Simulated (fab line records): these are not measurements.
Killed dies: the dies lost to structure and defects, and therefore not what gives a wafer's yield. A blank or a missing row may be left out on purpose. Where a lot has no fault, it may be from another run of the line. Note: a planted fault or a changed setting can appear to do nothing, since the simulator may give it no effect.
The tool behind it: which one? ; flow rit-cmos ; 42 wafers from 14 lots sampled at 5 of the route's 202 steps

== WHAT EACH GAUGE READ, for each wafer ==
RIT_FOX1_THK_MEAS_01. Usual: FOX1_OXIDE_THK 345 nm, standard deviation 6.8.
lot;measured;on;FOX1_OXIDE_THK (nm);flag
L930;day 1 18:40;film-metro-02;361 357 363;
L931;day 1 23:05;film-metro-03;351 351 357;
L932;day 2 03:10;film-metro-01;342 347 347;
L933;day 2 07:54;film-metro-01;349 352 350;
L934;day 2 14:11;film-metro-03;340 340 344;
L935;day 2 18:51;film-metro-03;351 353 358;
L937;day 3 05:51;film-metro-03;348 345 337;
L938;day 3 09:17;film-metro-03;342 344 352;
L939;day 3 13:49;film-metro-01;346 349 348;
L942;day 4 04:57;film-metro-03;336 331 332;
L943;day 4 11:15;film-metro-03;343 338 335;
L944;day 4 15:01;film-metro-01;335 330 340;
L946;day 5 01:19;film-metro-01;344 336 336;
L947;day 5 07:05;film-metro-03;350 348 350;

RIT_NWELL_OVL_MEAS_06. Usual: NWELL_OVL 0.7 nm, standard deviation 1.1.
lot;measured;on;NWELL_OVL (nm);flag
L930;day 1 22:05;overlay-01;-0.4 0.5 0.1;
L931;day 2 02:31;overlay-02;-1.8 0.9 0.0;
L932;day 2 06:28;overlay-01;0.1 0.7 -1.1;
L933;day 2 11:16;overlay-01;1.4 -0.2 -0.1;
L934;day 2 17:29;overlay-02;3.1 1.8 2.4;
L935;day 2 22:11;overlay-01;1.5 0.7 2.5;
L937;day 3 09:10;overlay-01;0.6 0.8 1.8;
L938;day 3 12:44;overlay-02;0.8 2.3 0.1;
L939;day 3 17:11;overlay-02;1.2 2.5 -0.5;
L942;day 4 09:36;overlay-01;1.3 1.3 0.0;
L943;day 4 14:46;overlay-01;2.7 0.8 1.8;
L944;day 4 18:28;overlay-01;2.2 -1.5 -0.8;
L946;day 5 04:45;overlay-02;1.0 -1.2 1.5;
L947;day 5 10:31;overlay-02;1.3 -0.5 -1.6;

RIT_PWELL_TW_MEAS_10. Usual: PWELL_TW 956, standard deviation 6.9.
lot;measured;on;PWELL_TW;flag
L930;day 2 00:17;film-metro-01;958 958 958;
L931;day 2 04:41;film-metro-04;948 944 947;
L932;day 2 08:46;film-metro-04;949 951 943;
L933;day 2 13:33;film-metro-04;944 944 944;
L934;day 2 19:49;film-metro-02;963 975 964;
L935;day 3 00:29;film-metro-04;956 951 950;
L937;day 3 11:27;film-metro-01;958 963 960;
L938;day 3 15:07;film-metro-02;962 964 964;
L939;day 3 19:21;film-metro-04;953 952 951;
L942;day 4 11:53;film-metro-04;951 949 949;
L943;day 4 16:55;film-metro-02;853 854 853;OFF
L944;day 4 20:38;film-metro-04;949 947 952;
L946;day 5 06:55;film-metro-01;957 956 962;
L947;day 5 12:58;film-metro-02;863 858 865;OFF

RIT_WELLDRIVE_RS_MEAS_02: measurement is done with a four-point probe. Usual: PWELL_RS 429.7 ohm/sq, standard deviation 1.1.
lot;measured;on;PWELL_RS (ohm/sq);flag
L930;day 2 05:47;film-metro-04;432.4 431.0 431.7;
L931;day 2 09:56;film-metro-02;429.3 430.1 429.0;
L932;day 2 14:02;film-metro-02;430.5 429.9 430.6;
L933;day 2 19:05;film-metro-04;430.0 430.2 429.3;
L934;day 3 01:08;film-metro-02;428.3 428.4 430.2;
L935;day 3 06:13;film-metro-02;429.7 430.1 431.7;
L937;day 3 16:51;film-metro-01;430.8 429.7 429.7;
L938;day 3 20:23;film-metro-01;431.1 430.5 431.0;
L939;day 4 01:28;film-metro-04;429.2 430.4 429.5;
L942;day 4 17:10;film-metro-04;429.9 430.0 430.3;
L943;day 4 22:15;film-metro-02;540.9 540.5 539.9;OFF
L944;day 5 01:55;film-metro-02;429.0 428.4 429.6;
L946;day 5 12:11;film-metro-04;429.9 429.6 429.3;
L947;day 5 18:15;film-metro-02;534.6 536.5 536.3;OFF

== EACH LOT AND THE TOOL THAT RAN IT (in order: tool; ch and the chambers of the sampled wafers; start) ==
lot;RIT_PWELL_IMPLANT_08
L930;implanter-01 ch 0, day 1 23:58
L931;implanter-01 ch 0, day 2 04:21
L932;implanter-04 ch 0, day 2 08:28
L933;implanter-04 ch 0, day 2 13:13
L934;implanter-01 ch 0, day 2 19:29
L935;implanter-02 ch 0, day 3 00:09
L937;implanter-01 ch 0, day 3 11:08
L938;implanter-04 ch 0, day 3 14:47
L939;implanter-02 ch 0, day 3 19:02
L942;implanter-04 ch 0, day 4 11:35
L943;implanter-04 ch 0, day 4 16:37
L944;implanter-01 ch 0, day 4 20:20
L946;implanter-01 ch 0, day 5 06:36
L947;implanter-04 ch 0, day 5 12:34
- RIT_PWELL_IMPLANT_08

== WHAT THE TOOLS THEMSELVES READ (means of the sampled wafers that have a number; where no wafer has one, the mark that the record gives instead) ==
RIT_PWELL_IMPLANT_08. Usual: dose-ions-cm2 7e+13, standard deviation 8.3e+10; faraday-current-uA 222, standard deviation 4.1.
lot;tool;dose-ions-cm2;faraday-current-uA;flag
L930;implanter-01;7e+13;225;
L931;implanter-01;7e+13;219;
L932;implanter-04;7e+13;220;
L933;implanter-04;7e+13;223;
L934;implanter-01;7e+13;221;
L935;implanter-02;7e+13;223;
L937;implanter-01;7e+13;219;
L938;implanter-04;7e+13;223;
L939;implanter-02;7e+13;223;
L942;implanter-04;7e+13;221;
L943;implanter-04;5e+13;159;OFF
L944;implanter-01;7e+13;220;
L946;implanter-01;7e+13;222;
L947;implanter-04;5e+13;156;OFF

== THE ANSWER, worked out from the rows above alone ==
Rule: take the mean of a lot's wafers that have a number; if it is more than 3 standard deviations from the usual mean, the lot is off. Also off: a lot with no number at a reading for which 4 or more lots have one. The other lots that the step has rows for count as sound. The gauges are gone through in route order, then the tools' own readings, and for those a lot's mean is taken as printed above. At the first step where some lot is off, the reading lying furthest off is the one used; lots without a number count as furthest.
Off: L943, L947, at RIT_PWELL_TW_MEAS_10 (PWELL_TW).
A tool fits if, at a process step before that reading, it ran every lot that is off, and no sound lot after the first of them. Not tried: the gauges at RIT_PWELL_TW_MEAS_10; whatever is off there is also off at RIT_PWELL_IMPLANT_08, on other tools, and gauge error can't account for it. One fits: implanter-04 at RIT_PWELL_IMPLANT_08. Its last sound lot is L942 (day 4 11:35), its first lot that is off L943 (day 4 16:37): a fault that began between those two fits.
The tool's own readings at RIT_PWELL_IMPLANT_08 bear it out: on the lots that are off they differ by more than 5 times the standard deviation of the sound lots' means. dose-ions-cm2 reads 5e+13 there against 7e+13 on the sound lots; faraday-current-uA reads 158 there against 222 on the sound lots.

== WHAT THE SIMULATOR HAD PUT IN ==
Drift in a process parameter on implanter-04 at RIT_PWELL_IMPLANT_08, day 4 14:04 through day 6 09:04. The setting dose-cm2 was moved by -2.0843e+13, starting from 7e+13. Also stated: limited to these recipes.
Struck lots among those shown: L943, L947. The same result came from the rule above.
